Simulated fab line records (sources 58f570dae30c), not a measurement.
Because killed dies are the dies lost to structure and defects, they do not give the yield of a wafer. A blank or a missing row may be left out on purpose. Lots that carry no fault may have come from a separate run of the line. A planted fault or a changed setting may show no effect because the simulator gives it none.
Check for tools in common    flow berkeley cmos170    11 lots, 33 wafers sampled

== REASON IT WAS OPENED ==
2 of 11 lots carry a flag on the reading NWELL_NITRIDE_THK at UCB170_NWELL_THK_MEAS_05. No-fault wafers: 225.6 nm, standard deviation 2.
Rule: a lot is flagged when every wafer of it that has a number lies more than 4 standard deviations from that mean, or none has a number. The other lots count as sound.

lot   measured     on             NWELL_NITRIDE_THK (nm), wafer by wafer  flag
L205  day 2 11:14  film metro-04  227.7 227.5 226.0                       
L206  day 2 11:14  film metro-03  227.6 228.6 228.8                       
L208  day 3 01:24  film metro-03  226.8 224.6 225.3                       
L207  day 3 01:25  film metro-04  227.5 228.5 228.4                       
L210  day 3 10:45  film metro-03  225.8 226.0 225.4                       
L209  day 3 10:46  film metro-02  224.9 227.1 224.7                       
L212  day 3 16:58  film metro-04  221.6 223.0 223.4                       
L211  day 3 17:00  film metro-02  223.6 225.3 225.2                       
L214  day 4 09:14  film metro-02  224.3 223.5 223.3                       
L220  day 5 17:19  film metro-02  205.0 206.3 204.7                       FLAGGED
L221  day 6 00:56  film metro-04  205.5 209.5 207.0                       FLAGGED
The numbers of the flagged lots are 206.3 nm on average: -19.3 nm against the usual, or -10 standard deviations.

== EACH LOT AND THE TOOL IT RAN ON ==
The record holds 1 process step before the reading, out of a route of 331 steps. Cell contents, in order: the tool; ch with the chambers the sampled wafers went through; the start.
lot   flag     UCB170_NWELL_CVD_04
L205           lpcvd-01 ch 0, day 2 09:18
L206           lpcvd-01 ch 0, day 2 09:18
L208           lpcvd-01 ch 0, day 2 22:30
L207           lpcvd-01 ch 1, day 2 22:30
L210           lpcvd-01 ch 1, day 3 07:51
L209           lpcvd-01 ch 0, day 3 07:51
L212           lpcvd-01 ch 1, day 3 15:02
L211           lpcvd-01 ch 0, day 3 15:02
L214           lpcvd-01 ch 0, day 4 07:16
L220  FLAGGED  lpcvd-01 ch 1, day 5 15:23
L221  FLAGGED  lpcvd-01 ch 0, day 5 23:01
What is done by these steps:
- UCB170_NWELL_CVD_04: deposits Si3N4 from SiH2Cl2/NH3, target thk 224 nm, time 3360 s.
- UCB170_NWELL_THK_MEAS_05

== FLAGGED OVER TOTAL, TOOL BY TOOL (the gauges that took the reading come last) ==
step                      tool           lots run  flagged  share of the flagged lots  sound lots run after its first flagged lot
UCB170_NWELL_CVD_04       lpcvd-01       11        2        all                        0
UCB170_NWELL_THK_MEAS_05  film metro-02  4         1        some                       0
UCB170_NWELL_THK_MEAS_05  film metro-03  3         0        none                       -
UCB170_NWELL_THK_MEAS_05  film metro-04  4         1        some                       0

== WHAT THE TABLE PERMITS ==
1 row of the table ran every flagged lot: lpcvd-01 at UCB170_NWELL_CVD_04.
- lpcvd-01 at UCB170_NWELL_CVD_04: 2 of its 11 lots flagged. A fault beginning between L214 (day 4 07:16), its last sound lot, and L220 (day 5 15:23), its first flagged one, fits the data.
One tool is left: lpcvd-01 at UCB170_NWELL_CVD_04.

== WHAT HAD BEEN PUT IN BY THE SIMULATOR ==
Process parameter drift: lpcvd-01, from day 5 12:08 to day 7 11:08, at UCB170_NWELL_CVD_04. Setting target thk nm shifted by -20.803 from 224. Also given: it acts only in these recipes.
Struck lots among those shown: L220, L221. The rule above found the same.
